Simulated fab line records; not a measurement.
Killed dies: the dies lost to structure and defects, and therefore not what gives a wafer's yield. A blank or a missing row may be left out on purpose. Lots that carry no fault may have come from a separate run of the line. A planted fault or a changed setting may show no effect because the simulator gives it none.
The tool behind it: which one? -- flow rit_cmos -- 39 wafers from 13 lots sampled at 3 of the route's 202 steps

WHAT THE GAUGES READ, wafer by wafer
RIT_M1_RS_MEAS_01: a four-point-probe measurement.
lot,measured,on,M1_AL_RS (ohm/sq)
L441,day 3 06:46,film_metro-03,0.0737 0.0751 0.0739
L442,day 3 12:34,film_metro-03,0.0744 0.0739 0.0744
L443,day 3 18:50,film_metro-03,0.0742 0.0734 0.0742
L444,day 3 23:35,film_metro-02,0.0747 0.0742 0.0753
L446,day 4 08:00,film_metro-02,0.0727 0.0723 0.0731
L447,day 4 13:18,film_metro-02,0.0731 0.0731 0.0735
L449,day 4 23:01,film_metro-03,0.0737 0.0737 0.0736
L451,day 5 08:16,film_metro-02,0.0734 0.0731 0.0732
L455,day 6 06:05,film_metro-02,0.0867 0.0877 0.0869
L456,day 6 12:26,film_metro-02,0.0745 0.0736 0.0743
L460,day 7 04:44,film_metro-04,0.0734 0.0736 0.0740
L462,day 7 16:25,film_metro-03,0.0726 0.0731 0.0729
L463,day 8 00:34,film_metro-03,0.0736 0.0734 0.0730

RIT_M1_THK_MEAS_02: measures by xrf.
lot,measured,on,M1_AL_THK (nm)
L441,day 3 06:51,film_metro-03,405 399 403
L442,day 3 12:41,film_metro-03,403 404 403
L443,day 3 18:56,film_metro-03,404 409 404
L444,day 3 23:42,film_metro-02,398 400 394
L446,day 4 08:07,film_metro-02,411 413 407
L447,day 4 13:24,film_metro-02,407 408 405
L449,day 4 23:08,film_metro-03,409 408 406
L451,day 5 08:23,film_metro-02,407 408 408
L455,day 6 06:12,film_metro-02,355 351 353
L456,day 6 12:33,film_metro-02,397 401 398
L460,day 7 04:50,film_metro-04,411 413 408
L462,day 7 16:30,film_metro-03,409 409 408
L463,day 8 00:41,film_metro-03,410 410 409

WHAT TOOL EACH LOT RAN ON (gives the tool, then ch and the chambers of the sampled wafers, and finally the start)
lot,RIT_M1_SPUTTER_00
L441,"pvd_sputter-03, day 3 06:25"
L442,"pvd_sputter-04, day 3 12:16"
L443,"pvd_sputter-03, day 3 18:29"
L444,"pvd_sputter-03, day 3 23:17"
L446,"pvd_sputter-03, day 4 07:41"
L447,"pvd_sputter-04, day 4 12:58"
L449,"pvd_sputter-04, day 4 22:44"
L451,"pvd_sputter-04, day 5 07:56"
L455,"pvd_sputter-04, day 6 05:47"
L456,"pvd_sputter-03, day 6 12:08"
L460,"pvd_sputter-03, day 7 04:25"
L462,"pvd_sputter-02, day 7 16:04"
L463,"pvd_sputter-03, day 8 00:16"
- RIT_M1_SPUTTER_00: material Al, target thk 400 nm, time 500 s.

AS READ BY THE TOOLS THEMSELVES (means over the sampled wafers that have a number; for cases with no such wafer, the mark the record gives instead)
RIT_M1_SPUTTER_00.
lot,tool,chamber_pressure_pa (Pa),throttle_valve_pct (%)
L441,pvd_sputter-03,0.3999,30.3
L442,pvd_sputter-04,0.4005,30.6
L443,pvd_sputter-03,0.4002,30.2
L444,pvd_sputter-03,0.3994,29.5
L446,pvd_sputter-03,0.4000,30.2
L447,pvd_sputter-04,0.4002,28.9
L449,pvd_sputter-04,0.3997,30.5
L451,pvd_sputter-04,0.3994,29.8
L455,pvd_sputter-04,0.3996,30.6
L456,pvd_sputter-03,0.4002,29.6
L460,pvd_sputter-03,0.4008,30.3
L462,pvd_sputter-02,0.4003,30.4
L463,pvd_sputter-03,0.4004,29.0

THE ANSWER, worked out from the rows above alone
Rule: the usual values come from the lots themselves. The widest of any qualifying gaps counts: lots, ordered by their means at a reading, are off when they make up no more than a third of the lots, leave a main group of 4 or more, and stand apart from it by 3 or more times the standard deviation of that group's means. A main group whose means are all the same, to the digits that the tables above print for the reading, isn't used. A lot without any number at a reading at which 4 lots or more have one is off too. All remaining lots with rows at the step are treated as sound. First the gauges in route order, then the tools' own readings, where a lot's mean is used as printed above. At the first step where some lot is off, the reading lying furthest off is the one used; lots without a number count as furthest.
Off: L455, at RIT_M1_RS_MEAS_01 (M1_AL_RS). For the main group the mean is 0.0737 ohm/sq and the standard deviation 0.00059.
If a tool, at a process step before that reading, ran all the lots that are off and no sound lot after the first of them, it fits. Gauges at RIT_M1_RS_MEAS_01: tried the same way as those tools. One fits: pvd_sputter-04 at RIT_M1_SPUTTER_00. Its last sound lot is L451 (day 5 07:56), its first lot that is off L455 (day 6 05:47): a fault that began between those two fits.

WHAT THE SIMULATOR PUT IN
Site profile drift: pvd_sputter-04, from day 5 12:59 on, at RIT_M1_SPUTTER_00. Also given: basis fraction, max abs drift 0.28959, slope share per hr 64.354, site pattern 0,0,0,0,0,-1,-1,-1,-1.
Shown lots that were struck: L455. This agrees with what the rule above found.
